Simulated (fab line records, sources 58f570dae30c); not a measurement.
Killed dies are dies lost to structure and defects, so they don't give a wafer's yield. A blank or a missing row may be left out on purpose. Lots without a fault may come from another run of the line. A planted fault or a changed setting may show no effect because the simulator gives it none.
Tool commonality check | flow berkeley_cmos170 | 13 lots, 39 wafers sampled

WHY IT WAS OPENED
At UCB170_NVT_TW_MEAS_09 the reading NVT_TW is flagged on 1 of 13 lots. Wafers without a fault read 525.0, standard deviation 2.6.
Rule: a lot is flagged when every wafer of it that has a number lies more than 4 standard deviations from that mean, or none has a number. The other lots count as sound.

lot  | measured     | on            | NVT_TW, wafer by wafer | flag
L844 | day 6 08:07  | film_metro-01 | 524.9 526.6 525.8      |
L845 | day 6 16:20  | film_metro-02 | 524.4 525.3 522.4      |
L848 | day 7 14:28  | film_metro-01 | 521.0 517.9 525.9      |
L849 | day 7 14:44  | film_metro-01 | 523.1 526.7 526.4      |
L851 | day 8 02:58  | film_metro-03 | 531.9 526.8 526.1      |
L850 | day 8 03:05  | film_metro-01 | 524.0 521.8 520.4      |
L854 | day 9 02:01  | film_metro-03 | 29.8 29.7 29.8         | FLAGGED
L863 | day 10 09:46 | film_metro-02 | 523.9 523.5 524.7      |
L862 | day 10 10:10 | film_metro-02 | 528.6 524.4 525.7      |
L861 | day 10 10:19 | film_metro-01 | 521.9 525.6 520.9      |
L864 | day 10 21:31 | film_metro-02 | 526.3 526.5 523.2      |
L865 | day 10 22:00 | film_metro-02 | 522.8 524.1 527.5      |
L867 | day 11 16:58 | film_metro-03 | 528.0 528.0 525.6      |
The numbers of the flagged lots are 29.8 on average: -495.2 against the usual, or -99 or more standard deviations.

WHICH TOOL RAN EACH LOT
The record holds 1 process step before the reading, out of a route of 331 steps. In each cell: the tool, then ch and the chambers that the sampled wafers went through, then the start.
lot  | flag    | UCB170_NVT_EXPOSE_03
L844 |         | krf_scanner-02 ch 0, day 6 07:26
L845 |         | krf_scanner-01 ch 0, day 6 15:40
L848 |         | krf_scanner-02 ch 0, day 7 13:49
L849 |         | krf_scanner-02 ch 0, day 7 13:54
L851 |         | krf_scanner-02 ch 0, day 8 02:19
L850 |         | krf_scanner-02 ch 0, day 8 02:24
L854 | FLAGGED | krf_scanner-01 ch 0, day 9 00:56
L863 |         | krf_scanner-02 ch 0, day 10 08:22
L862 |         | krf_scanner-02 ch 0, day 10 08:37
L861 |         | krf_scanner-02 ch 0, day 10 08:43
L864 |         | krf_scanner-01 ch 0, day 10 20:50
L865 |         | krf_scanner-01 ch 0, day 10 21:19
L867 |         | krf_scanner-01 ch 0, day 11 16:17
What these steps do:
- UCB170_NVT_EXPOSE_03: exposes mask PWELL, target cd 3000 nm.
- UCB170_NVT_TW_MEAS_09

FLAGGED OVER TOTAL, TOOL BY TOOL (the gauges that took the reading come last)
step                  | tool           | lots run | flagged | share of the flagged lots | sound lots run after its first flagged lot
UCB170_NVT_EXPOSE_03  | krf_scanner-01 | 5        | 1       | all                       | 3 (L864,L865,L867)
UCB170_NVT_EXPOSE_03  | krf_scanner-02 | 8        | 0       | none                      | -
UCB170_NVT_TW_MEAS_09 | film_metro-01  | 5        | 0       | none                      | -
UCB170_NVT_TW_MEAS_09 | film_metro-02  | 5        | 0       | none                      | -
UCB170_NVT_TW_MEAS_09 | film_metro-03  | 3        | 1       | all                       | 1 (L867)

WHAT THE TABLE ALLOWS
2 rows of the table ran every flagged lot: krf_scanner-01 at UCB170_NVT_EXPOSE_03, film_metro-03 at UCB170_NVT_TW_MEAS_09.
- krf_scanner-01 at UCB170_NVT_EXPOSE_03: 1 of its 5 lots flagged. Sound lots ran on it after the first flagged one (L864, L865, L867), which a lasting fault on the whole tool wouldn't allow.
- film_metro-03 at UCB170_NVT_TW_MEAS_09: 1 of its 3 lots flagged. Sound lots ran on it after the first flagged one (L867), which a lasting fault on the whole tool wouldn't allow.
No row of the table ran every flagged lot and no sound lot after the first.

WHAT THE SIMULATOR HAD PUT IN
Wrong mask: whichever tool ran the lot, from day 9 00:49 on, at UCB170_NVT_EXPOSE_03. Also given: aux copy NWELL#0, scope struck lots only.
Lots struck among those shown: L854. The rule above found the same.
